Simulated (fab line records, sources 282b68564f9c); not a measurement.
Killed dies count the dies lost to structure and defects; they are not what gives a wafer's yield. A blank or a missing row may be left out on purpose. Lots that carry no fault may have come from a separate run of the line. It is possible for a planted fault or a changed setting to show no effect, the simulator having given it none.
Which tool did it? | flow rit-cmos | at 1 step of a route of 202, 14 lots with 42 wafers sampled

## WHAT THE GAUGES READ, wafer by wafer
The record lacks any reading of a measuring or inspecting step that a usual standard deviation could be used to judge.

## EACH LOT AND THE TOOL THAT RAN IT (in order: tool; ch and the chambers of the sampled wafers; start)
lot  | RIT_NRETRO_EXPOSE_03
L383 | iline-stepper-02 ch 0, day 2 09:43
L384 | iline-stepper-01 ch 0, day 2 16:05
L385 | iline-stepper-02 ch 0, day 2 20:26
L387 | iline-stepper-02 ch 0, day 3 05:33
L388 | iline-stepper-01 ch 0, day 3 11:28
L389 | iline-stepper-02 ch 0, day 3 16:47
L391 | iline-stepper-02 ch 0, day 4 04:05
L397 | iline-stepper-02, day 5 12:31
L398 | iline-stepper-01, day 5 14:58
L399 | iline-stepper-02 ch 0, day 5 19:46
L400 | iline-stepper-02 ch 0, day 6 00:44
L401 | iline-stepper-01 ch 0, day 6 03:43
L404 | iline-stepper-02 ch 0, day 6 19:52
L405 | iline-stepper-01 ch 0, day 7 02:11
- RIT_NRETRO_EXPOSE_03: exposes mask M4, target cd 43900 nm.

## WHAT THE TOOLS THEMSELVES READ (means of the sampled wafers that have a number; where no wafer has one, the mark that the record gives instead)
RIT_NRETRO_EXPOSE_03. Usual: exposure-dose-mJ-cm2 250.03, standard deviation 0.24; focus-offset-nm 0.0 nm, standard deviation 0.47.
lot  | tool             | exposure-dose-mJ-cm2 | focus-offset-nm (nm) | flag
L383 | iline-stepper-02 | 249.90               | -0.1                 |
L384 | iline-stepper-01 | 250.25               | -0.0                 |
L385 | iline-stepper-02 | 250.15               | -0.3                 |
L387 | iline-stepper-02 | 249.88               | 0.2                  |
L388 | iline-stepper-01 | 250.11               | -0.5                 |
L389 | iline-stepper-02 | 250.02               | 0.2                  |
L391 | iline-stepper-02 | 250.31               | -0.3                 |
L397 | iline-stepper-02 | -                    | -                    | OFF
L398 | iline-stepper-01 | -                    | -                    | OFF
L399 | iline-stepper-02 | 250.19               | 0.2                  |
L400 | iline-stepper-02 | 250.21               | -0.0                 |
L401 | iline-stepper-01 | 250.16               | 0.3                  |
L404 | iline-stepper-02 | 249.84               | -0.6                 |
L405 | iline-stepper-01 | 250.03               | 0.5                  |

## THE ANSWER, worked out from the rows above alone
Rule: take the mean of a lot's wafers that have a number; if it is more than 3 standard deviations from the usual mean, the lot is off. Also off: a lot with no number at a reading for which 4 or more lots have one. Any other lot the step has rows for is counted as sound. After the gauges, taken in route order, come the tools' own readings; for these a lot's mean is taken, as printed above. At the first step where some lot is off, the reading lying furthest off is the one used; lots without a number count as furthest.
Off: L397, L398 (RIT_NRETRO_EXPOSE_03, exposure-dose-mJ-cm2). Without a number there: L397, L398.
A tool fits if, at that step or a process step before it, it ran every lot that is off, and no sound lot after the first of them. No candidate that was tried fits.

## WHAT THE SIMULATOR HAD PUT IN
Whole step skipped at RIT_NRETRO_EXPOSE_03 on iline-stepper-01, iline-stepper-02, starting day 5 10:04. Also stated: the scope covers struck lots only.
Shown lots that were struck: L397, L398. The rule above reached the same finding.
